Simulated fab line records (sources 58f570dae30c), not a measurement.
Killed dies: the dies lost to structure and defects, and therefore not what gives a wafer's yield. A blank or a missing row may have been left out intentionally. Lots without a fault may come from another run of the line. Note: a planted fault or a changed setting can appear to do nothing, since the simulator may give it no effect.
The tool behind it: which one? :: flow berkeley cmos170 :: 42 wafers from 14 lots sampled at 6 of the route's 331 steps

== WHAT EACH GAUGE READ, for each wafer ==
UCB170_CONTACT_OVL_MEAS_16. Usual: for CONTACT_OVL the level is 1 nm and the standard deviation is 5.7.
lot: L554
measured: day 7 11:13
on: overlay-02
CONTACT_OVL (nm): -1 -2 -2
flag: 

lot: L552
measured: day 7 11:29
on: overlay-01
CONTACT_OVL (nm): -5 4 -4
flag: 

lot: L553
measured: day 7 11:46
on: overlay-02
CONTACT_OVL (nm): -6 1 6
flag: 

lot: L556
measured: day 8 04:38
on: overlay-02
CONTACT_OVL (nm): 8 -1 3
flag: 

lot: L559
measured: day 8 04:46
on: overlay-02
CONTACT_OVL (nm): -3 2 4
flag: 

lot: L561
measured: day 9 03:11
on: overlay-01
CONTACT_OVL (nm): -8 -3 -8
flag: 

lot: L563
measured: day 9 03:26
on: overlay-02
CONTACT_OVL (nm): 7 -8 6
flag: 

lot: L562
measured: day 9 05:05
on: overlay-01
CONTACT_OVL (nm): 1 12 4
flag: 

lot: L564
measured: day 9 05:36
on: overlay-01
CONTACT_OVL (nm): 3 3 7
flag: 

lot: L566
measured: day 9 22:23
on: overlay-01
CONTACT_OVL (nm): 7 6 1
flag: 

lot: L565
measured: day 9 22:39
on: overlay-01
CONTACT_OVL (nm): -9 -16 -15
flag: 

lot: L567
measured: day 10 10:43
on: overlay-02
CONTACT_OVL (nm): -6 6 0
flag: 

lot: L573
measured: day 11 10:38
on: overlay-01
CONTACT_OVL (nm): 10 5 6
flag: 

lot: L574
measured: day 11 14:09
on: overlay-01
CONTACT_OVL (nm): 0 2 7
flag: 

UCB170_M2_CD_MEAS_90: target cd 700 nm. Usual: cd nm 701 nm, standard deviation 3.5.
lot: L554
measured: day 8 00:52
on: cd sem-02
cd nm (nm): 701 703 706
flag: 

lot: L552
measured: day 8 01:08
on: cd sem-01
cd nm (nm): 695 695 694
flag: 

lot: L553
measured: day 8 01:15
on: cd sem-02
cd nm (nm): 701 700 705
flag: 

lot: L556
measured: day 8 18:59
on: cd sem-01
cd nm (nm): 703 706 704
flag: 

lot: L559
measured: day 8 19:48
on: cd sem-02
cd nm (nm): 694 695 694
flag: 

lot: L561
measured: day 9 17:41
on: cd sem-01
cd nm (nm): 701 705 704
flag: 

lot: L563
measured: day 9 17:38
on: cd sem-02
cd nm (nm): 708 711 704
flag: 

lot: L562
measured: day 9 17:45
on: cd sem-02
cd nm (nm): 695 697 697
flag: 

lot: L564
measured: day 9 17:56
on: cd sem-01
cd nm (nm): 705 705 701
flag: 

lot: L566
measured: day 10 13:53
on: cd sem-01
cd nm (nm): 697 700 700
flag: 

lot: L565
measured: day 10 14:13
on: cd sem-01
cd nm (nm): 699 697 698
flag: 

lot: L567
measured: day 11 01:04
on: cd sem-01
cd nm (nm): 703 705 705
flag: 

lot: L573
measured: day 11 20:58
on: cd sem-02
cd nm (nm): - - -
flag: OFF

lot: L574
measured: day 12 02:59
on: cd sem-01
cd nm (nm): - - -
flag: OFF

UCB170_V2_OVL_MEAS_13. Usual: for V2_OVL the level is -1 nm and the standard deviation is 5.4.
lot: L554
measured: day 8 04:13
on: overlay-01
V2_OVL (nm): 0 -5 -3
flag: 

lot: L552
measured: day 8 04:23
on: overlay-02
V2_OVL (nm): 4 5 0
flag: 

lot: L553
measured: day 8 04:29
on: overlay-01
V2_OVL (nm): -1 0 -4
flag: 

lot: L556
measured: day 8 21:56
on: overlay-01
V2_OVL (nm): -12 -5 4
flag: 

lot: L559
measured: day 8 22:29
on: overlay-01
V2_OVL (nm): 6 3 0
flag: 

lot: L561
measured: day 9 20:07
on: overlay-02
V2_OVL (nm): -2 4 -12
flag: 

lot: L563
measured: day 9 20:01
on: overlay-01
V2_OVL (nm): -5 -5 -11
flag: 

lot: L562
measured: day 9 20:22
on: overlay-01
V2_OVL (nm): -3 -8 5
flag: 

lot: L564
measured: day 9 21:06
on: overlay-01
V2_OVL (nm): -1 11 3
flag: 

lot: L566
measured: day 10 16:01
on: overlay-01
V2_OVL (nm): -7 7 -3
flag: 

lot: L565
measured: day 10 16:34
on: overlay-02
V2_OVL (nm): 1 -7 -4
flag: 

lot: L567
measured: day 11 07:28
on: overlay-01
V2_OVL (nm): 16 -2 8
flag: 

== TOOL THAT RAN EACH LOT (tool first, then ch and the chambers of the sampled wafers, then the start) ==
lot: L554
UCB170_M1_ETCH_11: rie diel-01 ch 0,1, day 7 13:13
UCB170_M2_ETCH_17: rie diel-01 ch 1, day 8 00:31
UCB170_M2_METAL_ETCH_18: rie metal-04 ch 1, day 8 00:35

lot: L552
UCB170_M1_ETCH_11: rie diel-03 ch 1,2,3, day 7 13:27
UCB170_M2_ETCH_17: rie diel-04 ch 1,2,3, day 8 00:37
UCB170_M2_METAL_ETCH_18: rie metal-03 ch 0, day 8 00:39

lot: L553
UCB170_M1_ETCH_11: rie diel-02 ch 0,2,3, day 7 13:36
UCB170_M2_ETCH_17: rie diel-03 ch 0,1,3, day 8 00:54
UCB170_M2_METAL_ETCH_18: rie metal-02 ch 0,1, day 8 00:56

lot: L556
UCB170_M1_ETCH_11: rie diel-03 ch 0,1,3, day 8 07:15
UCB170_M2_ETCH_17: rie diel-01 ch 0,1,3, day 8 18:40
UCB170_M2_METAL_ETCH_18: rie metal-04 ch 0,1, day 8 18:42

lot: L559
UCB170_M1_ETCH_11: rie diel-01 ch 1,2, day 8 07:46
UCB170_M2_ETCH_17: rie diel-04 ch 1,2, day 8 19:16
UCB170_M2_METAL_ETCH_18: rie metal-03 ch 0, day 8 19:22

lot: L561
UCB170_M1_ETCH_11: rie diel-02 ch 0,1,3, day 9 05:20
UCB170_M2_ETCH_17: rie diel-03 ch 2,3, day 9 17:20
UCB170_M2_METAL_ETCH_18: rie metal-02 ch 0,1, day 9 17:23

lot: L563
UCB170_M1_ETCH_11: rie diel-01 ch 0,1, day 9 05:44
UCB170_M2_ETCH_17: rie diel-04 ch 0,1,3, day 9 17:18
UCB170_M2_METAL_ETCH_18: rie metal-04 ch 0,1, day 9 17:20

lot: L562
UCB170_M1_ETCH_11: rie diel-02 ch 1,3, day 9 07:58
UCB170_M2_ETCH_17: rie diel-01 ch 1,2,3, day 9 17:12
UCB170_M2_METAL_ETCH_18: rie metal-03 ch 0, day 9 17:14

lot: L564
UCB170_M1_ETCH_11: rie diel-01 ch 0,3, day 9 08:01
UCB170_M2_ETCH_17: rie diel-04 ch 1,2, day 9 17:37
UCB170_M2_METAL_ETCH_18: rie metal-02 ch 1, day 9 17:39

lot: L566
UCB170_M1_ETCH_11: rie diel-03 ch 0,1, day 10 01:43
UCB170_M2_ETCH_17: rie diel-03 ch 1,2,3, day 10 12:47
UCB170_M2_METAL_ETCH_18: rie metal-03 ch 0, day 10 12:53

lot: L565
UCB170_M1_ETCH_11: rie diel-02 ch 0,2,3, day 10 02:01
UCB170_M2_ETCH_17: rie diel-04 ch 1,2,3, day 10 13:25
UCB170_M2_METAL_ETCH_18: rie metal-02 ch 0,1, day 10 13:28

lot: L567
UCB170_M1_ETCH_11: rie diel-01 ch 0,2, day 10 13:39
UCB170_M2_ETCH_17: rie diel-03 ch 1,2,3, day 11 00:44
UCB170_M2_METAL_ETCH_18: rie metal-04 ch 0,1, day 11 00:46

lot: L573
UCB170_M1_ETCH_11: rie diel-03 ch 0,2, day 11 12:49
UCB170_M2_ETCH_17: rie diel-04 ch 1,2,3, day 11 20:27
UCB170_M2_METAL_ETCH_18: rie metal-03 ch 0, day 11 20:29

lot: L574
UCB170_M1_ETCH_11: rie diel-03 ch 2,3, day 11 16:21
UCB170_M2_ETCH_17: rie diel-04 ch 1,2,3, day 12 02:40
UCB170_M2_METAL_ETCH_18: rie metal-02 ch 0,1, day 12 02:42
- UCB170_M1_ETCH_11: etches BARC in N2/H2.
- UCB170_M2_ETCH_17: etches BARC in N2/H2.
- UCB170_M2_METAL_ETCH_18: etches Al in Cl2/BCl3, stops on SiO2, target depth 1170 nm, time 195 s.

== AS READ BY THE TOOLS THEMSELVES (means over the sampled wafers that have a number; for cases with no such wafer, the mark the record gives instead) ==
UCB170_M1_ETCH_11. Usual: bias w 99.98 W, standard deviation 0.26; chamber pressure mTorr 30.002 mTorr, standard deviation 0.028; drypump motor current A 5.7 A, standard deviation 0.57; oes product au 0.996 a.u., standard deviation 0.019; throttle valve pct 13.25 %, standard deviation 0.2.
lot: L554
tool: rie diel-01
bias w (W): 100.07
chamber pressure mTorr (mTorr): 30.021
drypump motor current A (A): 5.0
oes product au (a.u.): 0.977
throttle valve pct (%): 13.16
flag: 

lot: L552
tool: rie diel-03
bias w (W): 99.89
chamber pressure mTorr (mTorr): 30.009
drypump motor current A (A): 5.7
oes product au (a.u.): 1.009
throttle valve pct (%): 13.20
flag: 

lot: L553
tool: rie diel-02
bias w (W): 99.80
chamber pressure mTorr (mTorr): 30.011
drypump motor current A (A): 6.3
oes product au (a.u.): 1.009
throttle valve pct (%): 13.44
flag: 

lot: L556
tool: rie diel-03
bias w (W): 99.78
chamber pressure mTorr (mTorr): 30.000
drypump motor current A (A): 5.6
oes product au (a.u.): 1.012
throttle valve pct (%): 13.26
flag: 

lot: L559
tool: rie diel-01
bias w (W): 99.89
chamber pressure mTorr (mTorr): 30.025
drypump motor current A (A): 4.8
oes product au (a.u.): 0.990
throttle valve pct (%): 13.16
flag: 

lot: L561
tool: rie diel-02
bias w (W): 99.93
chamber pressure mTorr (mTorr): 29.999
drypump motor current A (A): 5.8
oes product au (a.u.): 1.002
throttle valve pct (%): 13.41
flag: 

lot: L563
tool: rie diel-01
bias w (W): 100.06
chamber pressure mTorr (mTorr): 29.982
drypump motor current A (A): 5.2
oes product au (a.u.): 0.976
throttle valve pct (%): 13.31
flag: 

lot: L562
tool: rie diel-02
bias w (W): 100.23
chamber pressure mTorr (mTorr): 30.008
drypump motor current A (A): 5.3
oes product au (a.u.): 0.984
throttle valve pct (%): 13.31
flag: 

lot: L564
tool: rie diel-01
bias w (W): 100.03
chamber pressure mTorr (mTorr): 29.973
drypump motor current A (A): 5.9
oes product au (a.u.): 0.982
throttle valve pct (%): 13.12
flag: 

lot: L566
tool: rie diel-03
bias w (W): 99.95
chamber pressure mTorr (mTorr): 30.004
drypump motor current A (A): 5.7
oes product au (a.u.): 1.016
throttle valve pct (%): 13.31
flag: 

lot: L565
tool: rie diel-02
bias w (W): 100.05
chamber pressure mTorr (mTorr): 30.006
drypump motor current A (A): 6.3
oes product au (a.u.): 0.998
throttle valve pct (%): 13.42
flag: 

lot: L567
tool: rie diel-01
bias w (W): 100.21
chamber pressure mTorr (mTorr): 30.025
drypump motor current A (A): 5.4
oes product au (a.u.): 0.995
throttle valve pct (%): 13.45
flag: 

lot: L573
tool: rie diel-03
bias w (W): 99.89
chamber pressure mTorr (mTorr): 30.001
drypump motor current A (A): 5.9
oes product au (a.u.): 1.005
throttle valve pct (%): 13.21
flag: 

lot: L574
tool: rie diel-03
bias w (W): 100.16
chamber pressure mTorr (mTorr): 30.017
drypump motor current A (A): 6.0
oes product au (a.u.): 0.998
throttle valve pct (%): 13.10
flag: 

UCB170_M2_ETCH_17. Usual: bias w 100.0 W, standard deviation 0.31; chamber pressure mTorr 29.998 mTorr, standard deviation 0.029; drypump motor current A 5.4 A, standard deviation 0.44; oes product au 1.006 a.u., standard deviation 0.024; throttle valve pct 13.26 %, standard deviation 0.18.
lot: L554
tool: rie diel-01
bias w (W): 100.3
chamber pressure mTorr (mTorr): 30.001
drypump motor current A (A): 4.6
oes product au (a.u.): 0.965
throttle valve pct (%): 13.02
flag: 

lot: L552
tool: rie diel-04
bias w (W): 99.8
chamber pressure mTorr (mTorr): 30.007
drypump motor current A (A): 5.4
oes product au (a.u.): 1.028
throttle valve pct (%): 13.30
flag: 

lot: L553
tool: rie diel-03
bias w (W): 100.2
chamber pressure mTorr (mTorr): 30.006
drypump motor current A (A): 5.6
oes product au (a.u.): 1.022
throttle valve pct (%): 13.25
flag: 

lot: L556
tool: rie diel-01
bias w (W): 100.3
chamber pressure mTorr (mTorr): 29.999
drypump motor current A (A): 5.4
oes product au (a.u.): 0.983
throttle valve pct (%): 13.13
flag: 

lot: L559
tool: rie diel-04
bias w (W): 100.2
chamber pressure mTorr (mTorr): 30.003
drypump motor current A (A): 5.5
oes product au (a.u.): 1.026
throttle valve pct (%): 13.29
flag: 

lot: L561
tool: rie diel-03
bias w (W): 99.6
chamber pressure mTorr (mTorr): 29.996
drypump motor current A (A): 5.8
oes product au (a.u.): 0.996
throttle valve pct (%): 13.09
flag: 

lot: L563
tool: rie diel-04
bias w (W): 100.2
chamber pressure mTorr (mTorr): 30.002
drypump motor current A (A): 5.2
oes product au (a.u.): 1.015
throttle valve pct (%): 13.37
flag: 

lot: L562
tool: rie diel-01
bias w (W): 100.4
chamber pressure mTorr (mTorr): 29.992
drypump motor current A (A): 5.3
oes product au (a.u.): 0.982
throttle valve pct (%): 13.14
flag: 

lot: L564
tool: rie diel-04
bias w (W): 100.0
chamber pressure mTorr (mTorr): 29.980
drypump motor current A (A): 5.5
oes product au (a.u.): 1.023
throttle valve pct (%): 13.29
flag: 

lot: L566
tool: rie diel-03
bias w (W): 100.1
chamber pressure mTorr (mTorr): 29.977
drypump motor current A (A): 5.7
oes product au (a.u.): 1.013
throttle valve pct (%): 13.20
flag: 

lot: L565
tool: rie diel-04
bias w (W): 100.0
chamber pressure mTorr (mTorr): 30.027
drypump motor current A (A): 5.3
oes product au (a.u.): 1.026
throttle valve pct (%): 13.29
flag: 

lot: L567
tool: rie diel-03
bias w (W): 100.0
chamber pressure mTorr (mTorr): 30.003
drypump motor current A (A): 5.7
oes product au (a.u.): 1.015
throttle valve pct (%): 13.21
flag: 

lot: L573
tool: rie diel-04
bias w (W): -
chamber pressure mTorr (mTorr): -
drypump motor current A (A): -
oes product au (a.u.): -
throttle valve pct (%): -
flag: OFF

lot: L574
tool: rie diel-04
bias w (W): -
chamber pressure mTorr (mTorr): -
drypump motor current A (A): -
oes product au (a.u.): -
throttle valve pct (%): -
flag: OFF

UCB170_M2_METAL_ETCH_18. Usual: bcl3 flow sccm 45.00 sccm, standard deviation 0.13; bias w 120.0 W, standard deviation 0.36; drypump motor current A 5.6 A, standard deviation 0.45; oes product au 0.854 a.u., standard deviation 0.0091; throttle valve pct 24.39 %, standard deviation 0.15.
lot: L554
tool: rie metal-04
bcl3 flow sccm (sccm): 45.05
bias w (W): 119.6
drypump motor current A (A): 5.2
oes product au (a.u.): 0.852
throttle valve pct (%): 24.48
flag: 

lot: L552
tool: rie metal-03
bcl3 flow sccm (sccm): 44.85
bias w (W): 119.8
drypump motor current A (A): 5.7
oes product au (a.u.): 0.866
throttle valve pct (%): 24.32
flag: 

lot: L553
tool: rie metal-02
bcl3 flow sccm (sccm): 44.88
bias w (W): 119.9
drypump motor current A (A): 5.4
oes product au (a.u.): 0.849
throttle valve pct (%): 24.54
flag: 

lot: L556
tool: rie metal-04
bcl3 flow sccm (sccm): 45.14
bias w (W): 120.0
drypump motor current A (A): 5.4
oes product au (a.u.): 0.846
throttle valve pct (%): 24.43
flag: 

lot: L559
tool: rie metal-03
bcl3 flow sccm (sccm): 45.06
bias w (W): 119.8
drypump motor current A (A): 5.8
oes product au (a.u.): 0.867
throttle valve pct (%): 24.32
flag: 

lot: L561
tool: rie metal-02
bcl3 flow sccm (sccm): 45.01
bias w (W): 119.3
drypump motor current A (A): 5.1
oes product au (a.u.): 0.849
throttle valve pct (%): 24.40
flag: 

lot: L563
tool: rie metal-04
bcl3 flow sccm (sccm): 44.90
bias w (W): 119.8
drypump motor current A (A): 5.5
oes product au (a.u.): 0.852
throttle valve pct (%): 24.42
flag: 

lot: L562
tool: rie metal-03
bcl3 flow sccm (sccm): 45.00
bias w (W): 119.8
drypump motor current A (A): 5.8
oes product au (a.u.): 0.867
throttle valve pct (%): 24.32
flag: 

lot: L564
tool: rie metal-02
bcl3 flow sccm (sccm): 45.00
bias w (W): 120.4
drypump motor current A (A): 4.7
oes product au (a.u.): 0.855
throttle valve pct (%): 24.24
flag: 

lot: L566
tool: rie metal-03
bcl3 flow sccm (sccm): 44.99
bias w (W): 120.0
drypump motor current A (A): 5.8
oes product au (a.u.): 0.861
throttle valve pct (%): 24.32
flag: 

lot: L565
tool: rie metal-02
bcl3 flow sccm (sccm): 45.02
bias w (W): 120.4
drypump motor current A (A): 5.5
oes product au (a.u.): 0.850
throttle valve pct (%): 24.55
flag: 

lot: L567
tool: rie metal-04
bcl3 flow sccm (sccm): 45.03
bias w (W): 119.7
drypump motor current A (A): 5.4
oes product au (a.u.): 0.849
throttle valve pct (%): 24.41
flag: 

lot: L573
tool: rie metal-03
bcl3 flow sccm (sccm): 44.94
bias w (W): 120.3
drypump motor current A (A): 5.7
oes product au (a.u.): 0.380
throttle valve pct (%): 24.56
flag: OFF

lot: L574
tool: rie metal-02
bcl3 flow sccm (sccm): 45.06
bias w (W): 120.1
drypump motor current A (A): 5.4
oes product au (a.u.): 0.371
throttle valve pct (%): 24.77
flag: OFF

== THE ANSWER, worked out from the rows above alone ==
Rule: take the mean of a lot's wafers that have a number; if it is more than 3 standard deviations from the usual mean, the lot is off. A lot without any number at a reading at which 4 lots or more have one is off too. Where the step has rows for the other lots, those lots are counted as sound. After the gauges, taken in route order, come the tools' own readings; for these a lot's mean is taken, as printed above. At the first step where some lot is off, the reading lying furthest off is the one used; lots without a number count as furthest.
Off: L573, L574 (UCB170_M2_CD_MEAS_90, cd nm). Without a number there: L573, L574.
A tool fits if, at a process step before that reading, it ran every lot that is off, and no sound lot after the first of them. Not tried: the gauges at UCB170_M2_CD_MEAS_90; whatever is off there is also off at UCB170_M2_ETCH_17, on other tools, and gauge error can't account for it. Undecided on this evidence; 2 tools fit (rie diel-03 at UCB170_M1_ETCH_11, rie diel-04 at UCB170_M2_ETCH_17).

== WHAT WAS PUT IN BY THE SIMULATOR ==
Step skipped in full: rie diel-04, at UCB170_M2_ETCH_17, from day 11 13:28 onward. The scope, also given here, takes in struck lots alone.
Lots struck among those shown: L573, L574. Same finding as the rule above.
